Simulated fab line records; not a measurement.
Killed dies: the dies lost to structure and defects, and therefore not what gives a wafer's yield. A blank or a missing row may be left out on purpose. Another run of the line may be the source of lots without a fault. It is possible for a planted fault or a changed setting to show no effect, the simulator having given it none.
Which tool was responsible? + flow berkeleyCmos170 + 14 lots, 42 wafers sampled, at 1 step of a route of 331

WHAT THE GAUGES SHOWED, per wafer
The record lacks any reading of a measuring or inspecting step that a usual standard deviation could be used to judge.

EACH LOT AND THE TOOL THAT RAN IT (in order: tool; ch and the chambers of the sampled wafers; start)
| lot  | UCB170_V1_DEVELOP_11             |
|------|----------------------------------|
| L864 | lithoTrack-01 ch 0, day 7 11:00  |
| L863 | lithoTrack-03 ch 0, day 7 11:00  |
| L866 | lithoTrack-03 ch 0, day 8 05:00  |
| L865 | lithoTrack-03 ch 0, day 8 05:00  |
| L872 | lithoTrack-04 ch 0, day 9 08:00  |
| L874 | lithoTrack-04 ch 0, day 10 00:00 |
| L876 | lithoTrack-01 ch 0, day 10 10:00 |
| L878 | lithoTrack-04, day 11 02:00      |
| L879 | lithoTrack-03, day 11 03:00      |
| L882 | lithoTrack-03 ch 0, day 11 03:00 |
| L881 | lithoTrack-01 ch 0, day 11 03:00 |
| L885 | lithoTrack-04 ch 0, day 12 06:00 |
| L884 | lithoTrack-04 ch 0, day 12 06:00 |
| L883 | lithoTrack-03 ch 0, day 12 06:00 |
- UCB170_V1_DEVELOP_11: develop time 45 s.

WHAT THE TOOLS THEMSELVES READ (means of the sampled wafers that have a number; where no wafer has one, the mark that the record gives instead)
UCB170_V1_DEVELOP_11.
| lot  | tool          | chillPlateTempC (C) |
|------|---------------|---------------------|
| L864 | lithoTrack-01 | 22.99               |
| L863 | lithoTrack-03 | 22.85               |
| L866 | lithoTrack-03 | 23.02               |
| L865 | lithoTrack-03 | 22.81               |
| L872 | lithoTrack-04 | 22.97               |
| L874 | lithoTrack-04 | 22.96               |
| L876 | lithoTrack-01 | 23.04               |
| L878 | lithoTrack-04 | -                   |
| L879 | lithoTrack-03 | -                   |
| L882 | lithoTrack-03 | 23.16               |
| L881 | lithoTrack-01 | 23.04               |
| L885 | lithoTrack-04 | 22.99               |
| L884 | lithoTrack-04 | 23.05               |
| L883 | lithoTrack-03 | 23.09               |

THE ANSWER, worked out from the rows above alone
Rule: usual is defined by the lots themselves. The widest of any qualifying gaps counts: lots, ordered by their means at a reading, are off when they make up no more than a third of the lots, leave a main group of 4 or more, and stand apart from it by 3 or more times the standard deviation of that group's means. A main group is skipped when, at the precision printed for the reading in the tables above, its means are all equal. Also off: a lot with no number at a reading for which 4 or more lots have one. The other lots that the step has rows for count as sound. After the gauges, taken in route order, come the tools' own readings; for these a lot's mean is taken, as printed above. At the first step where some lot is off, the reading lying furthest off is the one used; lots without a number count as furthest.
Off, at UCB170_V1_DEVELOP_11 on chillPlateTempC: L878, L879. Without a number there: L878, L879. The main group: mean 23.00 C, standard deviation 0.092.
A tool fits if, at that step or a process step before it, it ran every lot that is off, and no sound lot after the first of them. Of those tried, none fits.

WHAT WAS PUT IN BY THE SIMULATOR
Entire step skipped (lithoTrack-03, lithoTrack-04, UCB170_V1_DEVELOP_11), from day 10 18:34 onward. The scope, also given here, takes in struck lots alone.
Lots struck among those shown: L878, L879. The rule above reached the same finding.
